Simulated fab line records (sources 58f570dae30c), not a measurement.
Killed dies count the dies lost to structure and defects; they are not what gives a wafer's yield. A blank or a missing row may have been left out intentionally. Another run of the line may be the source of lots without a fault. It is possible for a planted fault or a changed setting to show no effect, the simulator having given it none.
Split-lot study ; flow berkeley-cmos170 ; route with 331 steps; 5 lots, 27 wafers read

SPLIT DETAILS
At UCB170_M1_SPUTTER_00 (material Al, target thk 600 nm, time 80 s), the setting time-s was moved away from the recipe's 80 s on 6 of the 27 wafers read, by -29.8% to +52.0%. This setting was run at the recipe's value on the other wafers.

FROM THE SPLIT TO THE READING: what the file shows between them, 5 steps
- UCB170_M1_RS_MEAS_01: measures by four-point-probe
- UCB170_M1_THK_MEAS_02: measures by xrf
- UCB170_M1_COAT_03
- UCB170_M1_COAT_04: resist thk 900 nm
- UCB170_M1_ETCH_11: etches BARC in N2/H2

THE READING
oes-product-au, in a.u., at UCB170_M1_METAL_ETCH_12 (etches Al in Cl2/BCl3, stops on PSG, target depth 780 nm, time 130 s). Typical for fault-free wafers on this fab line: 0.864 a.u., with standard deviation 0.016 a.u.

wafer;tool, chamber at the split;time-s as run, s;against the recipe;oes-product-au, a.u.;against lot-mates on the recipe
L075.1;pvd-sputter-03, -;121.6;+52.0%;1.001;+0.150
L075.2;pvd-sputter-03, -;80;recipe;0.857;-
L075.3;pvd-sputter-03, -;121.6;+52.0%;1.002;+0.151
L075.4;pvd-sputter-03, -;121.6;+52.0%;0.994;+0.143
L075.5;pvd-sputter-03, -;80;recipe;0.851;-
L075.6;pvd-sputter-03, -;80;recipe;0.845;-
L076.1;pvd-sputter-03, -;80;recipe;0.886;-
L076.2;pvd-sputter-03, -;80;recipe;0.847;-
L076.3;pvd-sputter-03, -;80;recipe;0.872;-
L076.4;pvd-sputter-03, -;80;recipe;0.853;-
L076.5;pvd-sputter-03, -;80;recipe;0.884;-
L076.6;pvd-sputter-03, -;80;recipe;0.860;-
L081.2;pvd-sputter-04, -;80;recipe;0.839;-
L081.3;pvd-sputter-04, -;80;recipe;0.846;-
L081.5;pvd-sputter-04, -;80;recipe;0.874;-
L083.1;pvd-sputter-03, -;80;recipe;0.868;-
L083.2;pvd-sputter-03, -;80;recipe;0.884;-
L083.3;pvd-sputter-03, -;80;recipe;0.856;-
L083.4;pvd-sputter-03, -;80;recipe;0.885;-
L083.5;pvd-sputter-03, -;80;recipe;0.859;-
L083.6;pvd-sputter-03, -;80;recipe;0.877;-
L082.1;pvd-sputter-02, -;80;recipe;0.861;-
L082.2;pvd-sputter-02, -;56.18;-29.8%;0.692;-0.175
L082.3;pvd-sputter-02, -;56.18;-29.8%;0.699;-0.168
L082.4;pvd-sputter-02, -;80;recipe;0.871;-
L082.5;pvd-sputter-02, -;80;recipe;0.868;-
L082.6;pvd-sputter-02, -;56.18;-29.8%;0.708;-0.159

FIT RESULTS
A straight line over all 27 wafers: oes-product-au changes by +0.00339 a.u. for each +1% of time-s; r = +0.93; the points scatter about the line by 0.027 a.u.
The same after taking each lot's own level away (the mean of its wafers on the recipe; 27 wafers): +0.0036 a.u. for each +1%; r = +0.95; scatter 0.025 a.u.
According to that fit, moving time-s by its largest amount changes the reading by 0.19 a.u.
Measured against the standard deviation above, the lots' own levels, which go from 0.8510 to 0.8715 a.u., span 1.3 times it.
Hence the lot-to-lot level has little effect on the slope; both slopes agree.
Check: for one of the wafers moved furthest among these (+52.0%), held out of the fit, the line's prediction against its lot-mates is +0.186 a.u. Against them it came out at +0.15 a.u.

THE OTHER SPLITS THESE WAFERS WENT THROUGH
These wafers also went through other splits before the reading. Each is held against what the fit with the lots' levels taken away leaves over:
other split on the same wafers;wafers away from the commonest value;r with oes-product-au (lot level and that fit taken away)
UCB170_NWELL_OXIDATION_01 ox-time-s;18;+0.51
UCB170_PWELL_CVD_05 time-s;18;+0.15
UCB170_PLDD_DEVELOP_05 develop-time-s;12;-0.01

THE WHOLE CHAIN: every reading that the file lists as answering this split, in the file's order
step;what it does;reading;change (the file's fit);r (the file's)
UCB170_M1_SPUTTER_00;material Al, target thk 600 nm, time 80 s;Al_of_M1_SPUTTER_00.thk-nm (the simulator's own value, which no gauge read);+5.98 nm for each +1% of the setting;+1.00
UCB170_M1_RS_MEAS_01;measures by four-point-probe;M1_AL_RS;not straight: 0.0714 at the lowest setting, 0.0484 at the recipe, 0.0318 at the highest;not given
UCB170_M1_THK_MEAS_02;measures by xrf;M1_AL_THK;+6.04 for each +1% of the setting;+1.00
UCB170_M1_METAL_ETCH_12;etches Al in Cl2/BCl3, stops on PSG, target depth 780 nm, time 130 s;oes-product-au;+0.00353 a.u. for each +1% of the setting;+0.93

THE FILE'S OWN FIT
oes-product-au changes by +0.00353 a.u. for each +1% of time-s, r = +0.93.
